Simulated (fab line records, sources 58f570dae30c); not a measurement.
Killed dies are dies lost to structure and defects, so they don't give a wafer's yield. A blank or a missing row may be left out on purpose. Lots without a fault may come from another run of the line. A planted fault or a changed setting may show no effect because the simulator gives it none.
fab line records | flow berkeley_cmos170
record lots=5 wafers=15 last_day=13
route steps=331 shown START@4 ZERO@6 NWELL@14 PWELL@34
lots that met no fault: from a run of the same line without faults
start_h: hours from the record's first day to the start of the lot's first wafer shown | wait_h: hours since the lot's step before | " the same as in the row above | L1.1+2: a row that stands for several wafers | - no value, or no start given | * or withheld: withheld | < > ~ a bound
route shown NAME@n: a module of which the file shows steps, and the number in the route of the first | usual: mean/standard deviation of fault-free wafers | same: alike in all rows | chamber/n: place in a boat | sites: the reading at each site | _std_site: their standard deviation | _edge_site: outer sites' mean less inner sites' | radius_mm: how far each site lies from the wafer's centre | mask NAME#n: copy n | behind: the tool/chamber that last shaped the wafer | hold: why the lot was held/for how many hours/how that ended | device: the transistor (n, p or np) that didn't switch | end of line: the same wafers' tests at the end of the route | a step without rows: its recipe alone | killed: dies lost to structure and defects at the first sort, not the wafer's yield | map: a wafer's dies, x killed, . not, _ none there
set.NAME: the setting as run; set.NAME@STEP: as run at that earlier step | model.NAME: the simulator's own value behind a step, which no gauge read
lots at some steps of the route; a table a step, a row a wafer
services: from which hour (start_h, from the record's first day; less than 0 if before it) a tool's chamber was out of use, for how many hours, and why
## steps
# step UCB170_START_THK_MEAS_03
# recipe reads=SiO2_of_START_OXIDATION_02
# usual START_OXIDE_THK=20.1/0.31
# columns lot.wafer tool chamber start_h wait_h START_OXIDE_THK[nm]
L076.1 film_metro-02 - 26.09 0.0 20.4
L076.5 " - " " 20.6
L076.6 " - " " 20.6
L078.2 film_metro-04 - 32.07 0.0 20.0
L078.3 " - " " 20.0
L078.5 " - " " 20.0
L080.1 film_metro-02 - 42.56 0.0 20.3
L080.3 " - " " 20.7
L080.4 " - " " 20.6
L083.2 film_metro-01 - 61.35 0.0 20.2
L083.3 " - " " 20.3
L083.5 " - " " 20.4
L091.1 film_metro-02 - 100.53 0.0 20.2
L091.3 " - " " 20.1
L091.4 " - " " 20.0
# step UCB170_START_ANNEAL_04
# recipe temp_c=950 time_s=1200 ambient=N2
# columns lot.wafer tool chamber start_h wait_h
L076.1+5+6 furnace-02 0 30.94 4.8
L078.2+3+5 furnace-02 0 37.46 5.4
L080.1+3+4 furnace-02 0 49.14 6.6
L083.2+3+5 furnace-04 0 65.79 4.4
L091.1+3+4 furnace-02 0 100.81 0.3
# step UCB170_ZERO_HMDS_00
# recipe prime_time_s=60 prime_temp_c=100
# usual chill_plate_temp_C=22.99/0.11
# same prime_time_s=60
# columns lot.wafer tool chamber start_h wait_h chill_plate_temp_C
L076.1 litho_track-01 0 32.28 0.0 22.97
L076.5 " 0 " " 22.98
L076.6 " 0 " " 22.89
L078.2 litho_track-01 0 38.90 0.1 22.81
L078.3 " 0 " " 22.88
L078.5 " 0 " " 22.81
L080.1 litho_track-01 0 50.48 0.0 22.90
L080.3 " 0 " " 22.96
L080.4 " 0 " " 22.87
L083.2 litho_track-01 0 67.18 0.1 22.93
L083.3 " 0 " " 23.02
L083.5 " 0 " " 23.01
L091.1 litho_track-02 0 102.17 0.0 22.84
L091.3 " 0 " " 23.06
L091.4 " 0 " " 22.90
# step UCB170_ZERO_COAT_01
# recipe resist=KrF spin_rpm=1500 resist_thk_nm=900
# usual chill_plate_temp_C=23.00/0.11
# columns lot.wafer tool chamber start_h wait_h chill_plate_temp_C
L076.1 litho_track-01 0 32.43 0.1 22.86
L076.5 " 0 " " 23.06
L076.6 " 0 " " 23.01
L078.2 litho_track-01 0 39.05 0.1 23.02
L078.3 " 0 " " 23.00
L078.5 " 0 " " 23.07
L080.1 litho_track-01 0 50.63 0.1 23.13
L080.3 " 0 " " 23.01
L080.4 " 0 " " 23.14
L083.2 litho_track-01 0 67.33 0.1 23.34
L083.3 " 0 " " 23.29
L083.5 " 0 " " 23.31
L091.1 litho_track-02 0 102.32 0.1 22.97
L091.3 " 0 " " 23.12
L091.4 " 0 " " 23.06
# step UCB170_ZERO_SOFTBAKE_02
# recipe resist=KrF temp_c=130 time_s=60
# usual chill_plate_temp_C=23.00/0.11
# columns lot.wafer tool chamber start_h wait_h chill_plate_temp_C
L076.1 litho_track-01 0 32.58 0.1 23.09
L076.5 " 0 " " 23.01
L076.6 " 0 " " 23.07
L078.2 litho_track-01 0 39.20 0.1 23.06
L078.3 " 0 " " 22.96
L078.5 " 0 " " 22.97
L080.1 litho_track-01 0 50.78 0.1 22.96
L080.3 " 0 " " 23.05
L080.4 " 0 " " 22.96
L083.2 litho_track-01 0 67.48 0.1 23.20
L083.3 " 0 " " 23.15
L083.5 " 0 " " 23.07
L091.1 litho_track-02 0 102.47 0.1 22.89
L091.3 " 0 " " 22.93
L091.4 " 0 " " 23.01
# step UCB170_ZERO_EXPOSE_03
# recipe mask_id=PM_MARKS na=0.5 sigma_outer=0.6 source_shape=conventional target_cd_nm=4000 dose_mj=30
# columns lot.wafer tool chamber start_h wait_h mask
L076.1+5+6 krf_scanner-01 0 32.73 0.1 PM_MARKS#0
L078.2+3+5 krf_scanner-01 0 39.38 0.2 PM_MARKS#0
L080.1+3+4 krf_scanner-02 0 51.05 0.2 PM_MARKS#0
L083.2+3+5 krf_scanner-01 0 67.63 0.1 PM_MARKS#0
L091.1+3+4 krf_scanner-02 0 102.83 0.3 PM_MARKS#0
# step UCB170_ZERO_PEB_04
# recipe peb_temp_c=130 peb_time_s=withheld resist=KrF
# usual chill_plate_temp_C=23.02/0.1
# columns lot.wafer tool chamber start_h wait_h chill_plate_temp_C
L076.1 litho_track-01 0 32.84 0.1 23.06
L076.5 " 0 " " 23.17
L076.6 " 0 " " 23.12
L078.2 litho_track-02 0 39.64 0.2 22.98
L078.3 " 0 " " 23.05
L078.5 " 0 " " 23.04
L080.1 litho_track-02 0 51.25 0.2 23.06
L080.3 " 0 " " 23.09
L080.4 " 0 " " 23.06
L083.2 litho_track-01 0 67.91 0.3 23.05
L083.3 " 0 " " 22.79
L083.5 " 0 " " 22.99
L091.1 litho_track-03 0 103.45 0.6 22.89
L091.3 " 0 " " 23.15
L091.4 " 0 " " 23.02
# step UCB170_ZERO_DEVELOP_05
# recipe developer=TMAH develop_time_s=45 resist=KrF dev_temp_c=21
# usual chill_plate_temp_C=23.00/0.096
# columns lot.wafer tool chamber start_h wait_h chill_plate_temp_C
L076.1 litho_track-01 0 - - 22.98
L076.5 " 0 " " 23.05
L076.6 " 0 " " 22.96
L078.2 litho_track-02 0 - - 23.11
L078.3 " 0 " " 22.96
L078.5 " 0 " " 23.00
L080.1 litho_track-02 0 - - 22.97
L080.3 " 0 " " 22.91
L080.4 " 0 " " 22.82
L083.2 litho_track-01 0 - - 22.87
L083.3 " 0 " " 23.06
L083.5 " 0 " " 22.86
L091.1 litho_track-03 0 - - 22.92
L091.3 " 0 " " 23.30
L091.4 " 0 " " 22.97
# step UCB170_ZERO_ETCH_06
# recipe chemistry=CHF3/CF4/Ar target=SiO2 time_s=12 pressure_mtorr=100 rf_w=500 CHF3_flow_sccm=50 cf4_flow_sccm=10 Ar_flow_sccm=120 over_etch_frac=1.58
# usual drypump_motor_current_A=5.9/0.35 oes_product_au=0.616/0.0081 throttle_valve_pct=9.24/0.13
# columns lot.wafer tool chamber start_h wait_h drypump_motor_current_A oes_product_au rf_hours_counter_h throttle_valve_pct
L076.1 rie_diel-04 1 33.12 - 6.3 0.614 10 9.24
L076.5 " 3 " " 6.2 0.615 - 9.06
L076.6 " 1 " " 6.3 0.621 - 9.26
L078.2 rie_diel-04 1 39.89 - 6.3 0.613 11 9.27
L078.3 " 3 " " 6.2 0.609 84 9.06
L078.5 " 0 " " 5.7 0.594 - 9.40
L080.1 rie_diel-04 2 51.52 - 6.3 0.613 7 9.17
L080.3 " 3 " " 6.2 0.608 85 9.06
L080.4 " 1 " " 6.3 0.626 - 9.27
L083.2 rie_diel-02 0 68.16 - 5.5 0.609 77 9.21
L083.3 " 1 " " 6.4 0.611 79 9.24
L083.5 " 3 " " 5.7 0.613 - 9.13
L091.1 rie_diel-04 1 103.72 - 6.3 0.616 14 9.26
L091.3 " 0 " " 5.7 0.619 1 9.39
L091.4 " 2 " " 6.4 0.609 9 9.18
# step UCB170_ZERO_STRIP_07
# recipe chemistry=O2 power_w=400 pressure_mtorr=3500 platen_temp_c=withheld o2_flow_sccm=400 overash_fraction=0.5
# usual drypump_motor_current_A=5.8/0.5 oes_product_au=0.728/0.005 strip_time_to_endpoint_s=21.44/0.055
# columns lot.wafer tool chamber start_h wait_h drypump_motor_current_A oes_product_au rf_hours_counter_h strip_time_to_endpoint_s
L076.1 plasma_asher-04 1 33.14 0.0 5.0 0.735 25 21.48
L076.5 " 1 " " 5.0 0.730 - 21.47
L076.6 " 0 " " 6.0 0.726 - 21.54
L078.2 plasma_asher-02 0 39.92 0.0 5.2 0.729 29 21.47
L078.3 " 1 " " 6.1 0.723 - 21.44
L078.5 " 1 " " 6.1 0.729 - 21.39
L080.1 plasma_asher-02 1 51.55 0.0 6.0 0.728 31 21.43
L080.3 " 1 " " 6.1 0.729 - 21.32
L080.4 " 0 " " 5.2 0.724 - 21.46
L083.2 plasma_asher-03 1 68.18 0.0 5.7 0.735 31 21.47
L083.3 " 0 " " 6.4 0.722 - 21.42
L083.5 " 0 " " 6.4 0.723 - 21.40
L091.1 plasma_asher-03 0 103.74 0.0 6.5 0.723 35 21.50
L091.3 " 0 " " 6.4 0.735 - 21.51
L091.4 " 1 " " 5.6 0.731 - 21.53
# step UCB170_NWELL_WET_ETCH_00
# recipe chemistry=dHF dilution=25:1 target=SiO2 temp_c=25 time_s=200
# columns lot.wafer tool chamber start_h wait_h
L076.1+5+6 wet_bench-02 0 33.52 0.3
L078.2+3+5 wet_bench-02 1 40.59 0.6
L080.1+3+4 wet_bench-02 3 52.19 0.6
L083.2+3+5 wet_bench-01 1 68.28 0.1
L091.1+3+4 wet_bench-04 2 103.84 0.1
# step UCB170_NWELL_OXIDATION_01
# recipe temp_c=1000 ambient=O2 target_thk_a=264 ox_time_s=1260
# columns lot.wafer tool chamber start_h wait_h
L076.1+5+6 furnace-01 0 38.58 5.0
L078.2+3+5 furnace-01 0 46.12 5.5
L080.1+3+4 furnace-01 0 56.38 4.1
L083.2+3+5 furnace-01 0 73.45 5.1
L091.1+3+4 furnace-01 0 108.56 4.7
# step UCB170_NWELL_THK_MEAS_02
# recipe reads=SiO2_of_NWELL_OXIDATION_01
# usual NWELL_OXIDE_THK=26.3/0.59
# columns lot.wafer tool chamber start_h wait_h NWELL_OXIDE_THK[nm]
L076.1 film_metro-02 - 39.93 0.0 25.1
L076.5 " - " " 25.3
L076.6 " - " " 25.2
L078.2 film_metro-04 - 47.48 0.0 25.9
L078.3 " - " " 26.3
L078.5 " - " " 26.2
L080.1 film_metro-02 - 57.73 0.0 26.0
L080.3 " - " " 25.7
L080.4 " - " " 25.7
L083.2 film_metro-03 - 74.81 0.0 26.0
L083.3 " - " " 26.1
L083.5 " - " " 26.2
L091.1 film_metro-03 - 109.91 0.0 26.1
L091.3 " - " " 26.1
L091.4 " - " " 26.1
# step UCB170_NWELL_ANNEAL_03
# recipe temp_c=1000 time_s=900 ambient=N2
# columns lot.wafer tool chamber start_h wait_h
L076.1+5+6 furnace-02 0 44.88 4.9
L078.2+3+5 furnace-01 0 52.22 4.7
L080.1+3+4 furnace-04 0 61.37 3.6
L083.2+3+5 furnace-01 0 80.30 5.5
L091.1+3+4 furnace-02 0 110.99 1.1
# step UCB170_NWELL_CVD_04
# recipe material=Si3N4 target_thk_nm=224 temp_c=800 precursor=SiH2Cl2/NH3 time_s=3360 pressure_mtorr=200 sih2cl2_flow_sccm=25 nh3_flow_sccm=75
# columns lot.wafer tool chamber start_h wait_h
L076.1+5+6 lpcvd-01 1 47.08 0.9
L078.2+3+5 lpcvd-01 0 53.47 0.0
L080.1+3+4 lpcvd-02 1 62.62 0.0
L083.2+3+5 lpcvd-02 1 81.55 0.0
L091.1+3+4 lpcvd-02 1 112.39 0.1
# step UCB170_NWELL_THK_MEAS_05
# recipe reads=Si3N4_of_NWELL_CVD_04
# usual NWELL_NITRIDE_THK=223.5/2.2
# columns lot.wafer tool chamber start_h wait_h NWELL_NITRIDE_THK[nm]
L076.1 film_metro-03 - 49.01 0.0 222.9
L076.5 " - " " 222.8
L076.6 " - " " 223.1
L078.2 film_metro-02 - 55.41 0.0 220.7
L078.3 " - " " 222.5
L078.5 " - " " 220.6
L080.1 film_metro-03 - 64.62 0.1 221.1
L080.3 " - " " 220.1
L080.4 " - " " 220.4
L083.2 film_metro-02 - 83.49 0.0 221.5
L083.3 " - " " 221.3
L083.5 " - " " 221.6
L091.1 film_metro-03 - 114.33 0.0 223.8
L091.3 " - " " 223.4
L091.4 " - " " 222.3
# step UCB170_NWELL_HMDS_06
# recipe prime_time_s=60 prime_temp_c=100
# usual chill_plate_temp_C=23.02/0.1
# same prime_time_s=60
# columns lot.wafer tool chamber start_h wait_h chill_plate_temp_C
L076.1 litho_track-03 0 49.07 0.1 22.91
L076.5 " 0 " " 23.02
L076.6 " 0 " " 22.92
L078.2 litho_track-03 0 55.75 0.3 23.12
L078.3 " 0 " " 23.21
L078.5 " 0 " " 23.11
L080.1 litho_track-02 0 64.68 0.1 23.00
L080.3 " 0 " " 23.01
L080.4 " 0 " " 23.21
L083.2 litho_track-02 0 83.94 0.4 22.85
L083.3 " 0 " " 23.05
L083.5 " 0 " " 22.94
L091.1 litho_track-03 0 114.39 0.1 22.96
L091.3 " 0 " " 23.12
L091.4 " 0 " " 23.08
# step UCB170_NWELL_COAT_07
# recipe resist=KrF spin_rpm=1500 resist_thk_nm=900
# usual chill_plate_temp_C=23.01/0.11
# columns lot.wafer tool chamber start_h wait_h chill_plate_temp_C
L076.1 litho_track-03 0 49.22 0.1 22.93
L076.5 " 0 " " 22.74
L076.6 " 0 " " 22.83
L078.2 litho_track-03 0 55.90 0.1 23.17
L078.3 " 0 " " 23.07
L078.5 " 0 " " 23.14
L080.1 litho_track-02 0 64.83 0.1 23.05
L080.3 " 0 " " 23.13
L080.4 " 0 " " 23.17
L083.2 litho_track-02 0 84.09 0.1 23.14
L083.3 " 0 " " 23.06
L083.5 " 0 " " 22.99
L091.1 litho_track-03 0 114.54 0.1 23.26
L091.3 " 0 " " 23.07
L091.4 " 0 " " 22.95
# step UCB170_NWELL_SOFTBAKE_08
# recipe resist=KrF temp_c=130 time_s=60
# usual chill_plate_temp_C=22.99/0.1
# columns lot.wafer tool chamber start_h wait_h chill_plate_temp_C
L076.1 litho_track-03 0 49.37 0.1 23.05
L076.5 " 0 " " 22.93
L076.6 " 0 " " 23.03
L078.2 litho_track-03 0 56.05 0.1 22.80
L078.3 " 0 " " 23.11
L078.5 " 0 " " 23.07
L080.1 litho_track-02 0 64.98 0.1 22.97
L080.3 " 0 " " 22.79
L080.4 " 0 " " 23.01
L083.2 litho_track-02 0 84.24 0.1 23.06
L083.3 " 0 " " 23.05
L083.5 " 0 " " 22.95
L091.1 litho_track-03 0 114.69 0.1 23.09
L091.3 " 0 " " 23.01
L091.4 " 0 " " 23.19
# step UCB170_NWELL_EXPOSE_09
# recipe mask_id=NWELL target_cd_nm=3000 na=0.5 sigma_outer=0.6 source_shape=conventional dose_mj=25
# columns lot.wafer tool chamber start_h wait_h mask
L076.1+5+6 krf_scanner-02 0 49.64 0.2 NWELL#0
L078.2+3+5 krf_scanner-02 0 56.43 0.3 NWELL#0
L080.1+3+4 krf_scanner-02 0 65.31 0.3 NWELL#0
L083.2+3+5 krf_scanner-02 0 84.39 0.1 NWELL#0
L091.1+3+4 krf_scanner-01 0 114.96 0.2 NWELL#0
# step UCB170_NWELL_PEB_10
# recipe peb_temp_c=130 peb_time_s=withheld resist=KrF
# usual chill_plate_temp_C=22.98/0.11
# columns lot.wafer tool chamber start_h wait_h chill_plate_temp_C
L076.1 litho_track-04 0 49.76 0.1 23.06
L076.5 " 0 " " 23.13
L076.6 " 0 " " 23.11
L078.2 litho_track-02 0 56.80 0.4 22.95
L078.3 " 0 " " 22.92
L078.5 " 0 " " 22.94
L080.1 litho_track-03 0 65.46 0.1 23.04
L080.3 " 0 " " 22.92
L080.4 " 0 " " 22.91
L083.2 litho_track-03 0 84.78 0.4 22.73
L083.3 " 0 " " 22.89
L083.5 " 0 " " 22.86
L091.1 litho_track-04 0 115.08 0.1 23.00
L091.3 " 0 " " 23.08
L091.4 " 0 " " 23.01
# step UCB170_NWELL_DEVELOP_11
# recipe developer=TMAH develop_time_s=45 resist=KrF dev_temp_c=21
# usual chill_plate_temp_C=23.00/0.1
# columns lot.wafer tool chamber start_h wait_h chill_plate_temp_C
L076.1 litho_track-04 0 - - 23.01
L076.5 " 0 " " 22.95
L076.6 " 0 " " 23.08
L078.2 litho_track-02 0 - - 22.88
L078.3 " 0 " " 23.12
L078.5 " 0 " " 23.09
L080.1 litho_track-03 0 - - 23.03
L080.3 " 0 " " 23.12
L080.4 " 0 " " 23.06
L083.2 litho_track-03 0 - - 22.98
L083.3 " 0 " " 23.09
L083.5 " 0 " " 23.11
L091.1 litho_track-04 0 - - 22.81
L091.3 " 0 " " 22.89
L091.4 " 0 " " 23.04
# step UCB170_NWELL_OVL_MEAS_12
# usual NWELL_OVL=0/5.2
# columns lot.wafer tool chamber start_h wait_h NWELL_OVL[nm]
L076.1 overlay-02 - 50.04 - 0
L076.5 " - " " 1
L076.6 " - " " 6
L078.2 overlay-01 - 57.06 - 0
L078.3 " - " " 2
L078.5 " - " " 1
L080.1 overlay-01 - 65.73 - -9
L080.3 " - " " -5
L080.4 " - " " -8
L083.2 overlay-02 - 85.03 - -6
L083.3 " - " " -1
L083.5 " - " " 4
L091.1 overlay-01 - 115.35 - 2
L091.3 " - " " 4
L091.4 " - " " 5
# step UCB170_NWELL_ETCH_13
# recipe chemistry=CH3F/Ar/O2 target=Si3N4 stop_on=SiO2 CH3F_flow_sccm=20 Ar_flow_sccm=50 O2_flow_sccm=7 pressure_mtorr=50 rf_w=450 target_depth_a=2464 over_etch_frac=0.1 time_s=154
# usual drypump_motor_current_A=5.7/0.31 oes_product_au=0.938/0.014 throttle_valve_pct=8.08/0.11
# columns lot.wafer tool chamber start_h wait_h drypump_motor_current_A oes_product_au rf_hours_counter_h throttle_valve_pct
L076.1 rie_diel-03 3 50.07 0.0 5.3 0.951 109 8.29
L076.5 " 2 " " 5.6 0.955 - 7.92
L076.6 " 1 " " 6.1 0.934 - 8.27
L078.2 rie_diel-01 3 57.09 0.0 5.7 0.932 144 7.95
L078.3 " 2 " " 5.4 0.919 171 8.03
L078.5 " 3 " " 5.7 0.916 - 7.95
L080.1 rie_diel-01 1 65.77 0.0 6.0 0.957 170 8.11
L080.3 " 0 " " 5.6 0.907 161 8.18
L080.4 " 0 " " 5.6 0.917 - 8.19
L083.2 rie_diel-02 1 85.06 0.0 6.3 0.916 80 8.06
L083.3 " 3 " " 5.7 0.929 11 7.97
L083.5 " 0 " " 5.5 0.930 - 8.05
L091.1 rie_diel-02 3 115.39 0.0 5.7 0.929 12 7.97
L091.3 " 2 " " 6.0 0.938 1 8.17
L091.4 " 1 " " 6.4 0.925 81 8.05
# step UCB170_NWELL_IMPLANT_14
# recipe species=P dose_cm2=1e+13 energy_kev=150 tilt_deg=7
# columns lot.wafer tool chamber start_h wait_h
L076.1+5+6 implanter-01 0 50.17 0.1
L078.2+3+5 implanter-03 0 57.21 0.1
L080.1+3+4 implanter-03 0 65.87 0.1
L083.2+3+5 implanter-01 0 85.19 0.1
L091.1+3+4 implanter-03 0 115.49 0.1
# step UCB170_NWELL_STRIP_15
# recipe chemistry=O2 power_w=400 pressure_mtorr=3500 platen_temp_c=withheld o2_flow_sccm=400 overash_fraction=0.5
# usual drypump_motor_current_A=5.8/0.48 oes_product_au=0.720/0.0045 strip_time_to_endpoint_s=18.04/0.08
# columns lot.wafer tool chamber start_h wait_h drypump_motor_current_A oes_product_au rf_hours_counter_h strip_time_to_endpoint_s
L076.1 plasma_asher-04 1 50.32 0.1 5.0 0.724 27 18.02
L076.5 " 1 " " 5.0 0.715 - 17.95
L076.6 " 0 " " 6.0 0.720 - 17.93
L078.2 plasma_asher-01 1 57.34 0.1 5.5 0.721 26 17.95
L078.3 " 1 " " 5.5 0.726 - 18.13
L078.5 " 1 " " 5.5 0.726 - 18.04
L080.1 plasma_asher-04 0 66.02 0.1 6.1 0.720 29 18.14
L080.3 " 1 " " 5.0 0.721 - 18.15
L080.4 " 0 " " 6.1 0.719 - 18.12
L083.2 plasma_asher-01 1 85.31 0.1 5.5 0.721 29 18.04
L083.3 " 0 " " 6.3 0.724 - 18.02
L083.5 " 1 " " 5.5 0.716 - 17.96
L091.1 plasma_asher-01 0 115.64 0.1 6.2 0.722 33 18.01
L091.3 " 0 " " 6.3 0.720 - 17.87
L091.4 " 1 " " 5.5 0.717 - 18.03
# step UCB170_NWELL_TW_MEAS_16
# usual NWELL_TW=1242/9.8
# columns lot.wafer tool chamber start_h wait_h NWELL_TW
L076.1 film_metro-02 - 50.42 0.1 1234
L076.5 " - " " 1236
L076.6 " - " " 1234
L078.2 film_metro-04 - 57.45 0.1 1236
L078.3 " - " " 1241
L078.5 " - " " 1234
L080.1 film_metro-03 - 66.12 0.1 1250
L080.3 " - " " 1258
L080.4 " - " " 1257
L083.2 film_metro-04 - 85.42 0.1 1239
L083.3 " - " " 1243
L083.5 " - " " 1239
L091.1 film_metro-04 - 115.74 0.1 1235
L091.3 " - " " 1243
L091.4 " - " " 1237
# step UCB170_NWELL_CLEAN_17
# recipe chemistry=SPM temp_c=120 time_s=600
# columns lot.wafer tool chamber start_h wait_h
L076.1+5+6 wet_bench-02 3 51.97 1.5
L078.2+3+5 wet_bench-02 2 57.50 0.0
L080.1+3+4 wet_bench-01 0 66.18 0.1
L083.2+3+5 wet_bench-02 1 85.47 0.0
L091.1+3+4 wet_bench-02 1 115.80 0.1
# step UCB170_NWELL_WET_ETCH_18
# recipe chemistry=H3PO4 target=Si3N4 temp_c=160 time_s=14400
# columns lot.wafer tool chamber start_h wait_h
L076.1+5+6 wet_bench-02 1 52.29 0.1
L078.2+3+5 wet_bench-02 3 57.67 0.0
L080.1+3+4 wet_bench-02 2 66.36 0.0
L083.2+3+5 wet_bench-02 0 85.65 0.0
L091.1+3+4 wet_bench-01 3 115.98 0.0
# step UCB170_NWELL_WET_ETCH_19
# recipe chemistry=BOE dilution=5:1 target=SiO2 temp_c=25 time_s=22
# columns lot.wafer tool chamber start_h wait_h
L076.1+5+6 wet_bench-02 3 56.30 0.0
L078.2+3+5 wet_bench-04 1 61.82 0.1
L080.1+3+4 wet_bench-04 2 70.63 0.3
L083.2+3+5 wet_bench-02 3 89.83 0.2
L091.1+3+4 wet_bench-01 0 120.24 0.3
# step UCB170_PWELL_CLEAN_00
# recipe chemistry=SPM temp_c=120 time_s=600
# columns lot.wafer tool chamber start_h wait_h
L076.1+5+6 wet_bench-02 2 56.31 0.0
L078.2+3+5 wet_bench-04 0 61.84 0.0
L080.1+3+4 wet_bench-04 3 70.85 0.2
L083.2+3+5 wet_bench-02 2 89.92 0.1
L091.1+3+4 wet_bench-01 3 120.43 0.2
# step UCB170_PWELL_CLEAN_01
# recipe chemistry=dHF dilution=25:1 time_s=60
# columns lot.wafer tool chamber start_h wait_h
L076.1+5+6 wet_bench-02 3 56.66 0.2
L078.2+3+5 wet_bench-02 0 62.01 0.0
L080.1+3+4 wet_bench-04 0 71.20 0.2
L083.2+3+5 wet_bench-02 3 90.16 0.1
L091.1+3+4 wet_bench-02 2 120.61 0.0
# step UCB170_PWELL_OXIDATION_02
# recipe temp_c=1000 ambient=O2 target_thk_a=264 ox_time_s=1260
# columns lot.wafer tool chamber start_h wait_h
L076.1+5+6 furnace-02 0 57.16 0.5
L078.2+3+5 furnace-02 0 67.09 5.1
L080.1+3+4 furnace-04 0 74.79 3.6
L083.2+3+5 furnace-01 0 95.10 4.9
L091.1+3+4 furnace-04 0 125.62 5.0
# step UCB170_PWELL_THK_MEAS_03
# recipe reads=SiO2_of_PWELL_OXIDATION_02
# usual PWELL_OXIDE_THK=26.3/0.52
# columns lot.wafer tool chamber start_h wait_h PWELL_OXIDE_THK[nm]
L076.1 film_metro-04 - 58.51 0.0 27.7
L076.5 " - " " 27.3
L076.6 " - " " 27.3
L078.2 film_metro-01 - 68.45 0.0 27.0
L078.3 " - " " 26.9
L078.5 " - " " 27.0
L080.1 film_metro-03 - 76.14 0.0 25.8
L080.3 " - " " 26.1
L080.4 " - " " 26.2
L083.2 film_metro-04 - 96.46 0.0 25.9
L083.3 " - " " 25.7
L083.5 " - " " 25.8
L091.1 film_metro-01 - 126.97 0.0 26.4
L091.3 " - " " 25.9
L091.4 " - " " 25.9
# step UCB170_PWELL_ANNEAL_04
# recipe temp_c=1000 time_s=900 ambient=N2
# columns lot.wafer tool chamber start_h wait_h
L076.1+5+6 furnace-01 0 63.75 5.2
L078.2+3+5 furnace-04 0 73.54 5.1
L080.1+3+4 furnace-01 0 81.55 5.4
L083.2+3+5 furnace-02 0 102.14 5.7
L091.1+3+4 furnace-04 0 131.22 4.2
# step UCB170_PWELL_CVD_05
# recipe material=Si3N4 target_thk_nm=220 temp_c=800 precursor=SiH2Cl2/NH3 time_s=3300 pressure_mtorr=200 sih2cl2_flow_sccm=25 nh3_flow_sccm=75
# columns lot.wafer tool chamber start_h wait_h
L076.1+5+6 lpcvd-02 0 65.00 0.0
L078.2+3+5 lpcvd-02 0 74.79 0.0
L080.1+3+4 lpcvd-01 1 83.77 1.0
L083.2+3+5 lpcvd-02 0 103.39 0.0
L091.1+3+4 lpcvd-01 1 132.47 0.0
# step UCB170_PWELL_THK_MEAS_06
# recipe reads=Si3N4_of_PWELL_CVD_05
# usual PWELL_NITRIDE_THK=219.9/1.9
# columns lot.wafer tool chamber start_h wait_h PWELL_NITRIDE_THK[nm]
L076.1 film_metro-04 - 66.92 0.0 218.7
L076.5 " - " " 218.1
L076.6 " - " " 218.9
L078.2 film_metro-03 - 76.72 0.0 218.8
L078.3 " - " " 218.8
L078.5 " - " " 218.0
L080.1 film_metro-04 - 85.69 0.0 222.8
L080.3 " - " " 219.8
L080.4 " - " " 220.7
L083.2 film_metro-01 - 105.32 0.0 218.4
L083.3 " - " " 220.1
L083.5 " - " " 221.3
L091.1 film_metro-03 - 134.39 0.0 220.6
L091.3 " - " " 221.2
L091.4 " - " " 220.7
# step UCB170_PWELL_HMDS_07
# recipe prime_time_s=60 prime_temp_c=100
# usual chill_plate_temp_C=23.02/0.096
# same prime_time_s=60
# columns lot.wafer tool chamber start_h wait_h chill_plate_temp_C
L076.1 litho_track-04 0 66.98 0.1 22.96
L076.5 " 0 " " 22.92
L076.6 " 0 " " 23.16
L078.2 litho_track-01 0 77.08 0.4 23.06
L078.3 " 0 " " 23.00
L078.5 " 0 " " 23.16
L080.1 litho_track-01 0 85.86 0.2 23.11
L080.3 " 0 " " 23.07
L080.4 " 0 " " 23.07
L083.2 litho_track-04 0 105.39 0.1 23.06
L083.3 " 0 " " 23.10
L083.5 " 0 " " 23.14
L091.1 litho_track-01 0 134.45 0.1 22.89
L091.3 " 0 " " 22.94
L091.4 " 0 " " 22.85
# step UCB170_PWELL_COAT_08
# recipe resist=KrF spin_rpm=1500 resist_thk_nm=900
# usual chill_plate_temp_C=22.99/0.12
# columns lot.wafer tool chamber start_h wait_h chill_plate_temp_C
L076.1 litho_track-04 0 67.13 0.1 23.19
L076.5 " 0 " " 23.00
L076.6 " 0 " " 23.17
L078.2 litho_track-01 0 77.23 0.1 22.95
L078.3 " 0 " " 23.12
L078.5 " 0 " " 23.01
L080.1 litho_track-01 0 86.01 0.1 23.00
L080.3 " 0 " " 22.88
L080.4 " 0 " " 22.95
L083.2 litho_track-04 0 105.54 0.1 22.94
L083.3 " 0 " " 22.83
L083.5 " 0 " " 22.82
L091.1 litho_track-01 0 134.60 0.1 22.83
L091.3 " 0 " " 23.17
L091.4 " 0 " " 22.87
## services
# columns tool chamber start_h hours kind
rie_diel-02 2 13.77 4.6 repair
rie_diel-04 2 20.32 27.5 repair
krf_scanner-01 - 21.46 1.3 pm
krf_scanner-02 - 22.84 4.4 pm
rie_diel-02 1 39.33 6.8 repair
rie_diel-02 - 44.74 2.8 pm
rie_diel-04 - 47.56 1.9 repair
rie_diel-02 1 50.00 4.0 repair
furnace-04 - 50.81 4.3 pm
krf_scanner-02 - 59.70 1.3 pm
krf_scanner-01 - 64.18 0.8 pm
krf_scanner-01 - 81.73 4.4 pm
furnace-01 - 82.80 1.5 pm
furnace-04 - 84.99 3.5 pm
implanter-03 - 90.27 10.9 repair
krf_scanner-02 - 93.19 0.8 pm
krf_scanner-01 - 98.50 7.2 repair
implanter-03 - 99.17 1.7 repair
krf_scanner-01 - 101.96 0.6 repair
implanter-03 - 102.63 2.0 repair
krf_scanner-01 - 105.65 1.0 pm
wet_bench-02 - 130.39 1.1 repair
furnace-01 - 131.76 3.1 pm
wet_bench-04 - 134.29 1.9 pm
## key
fault none
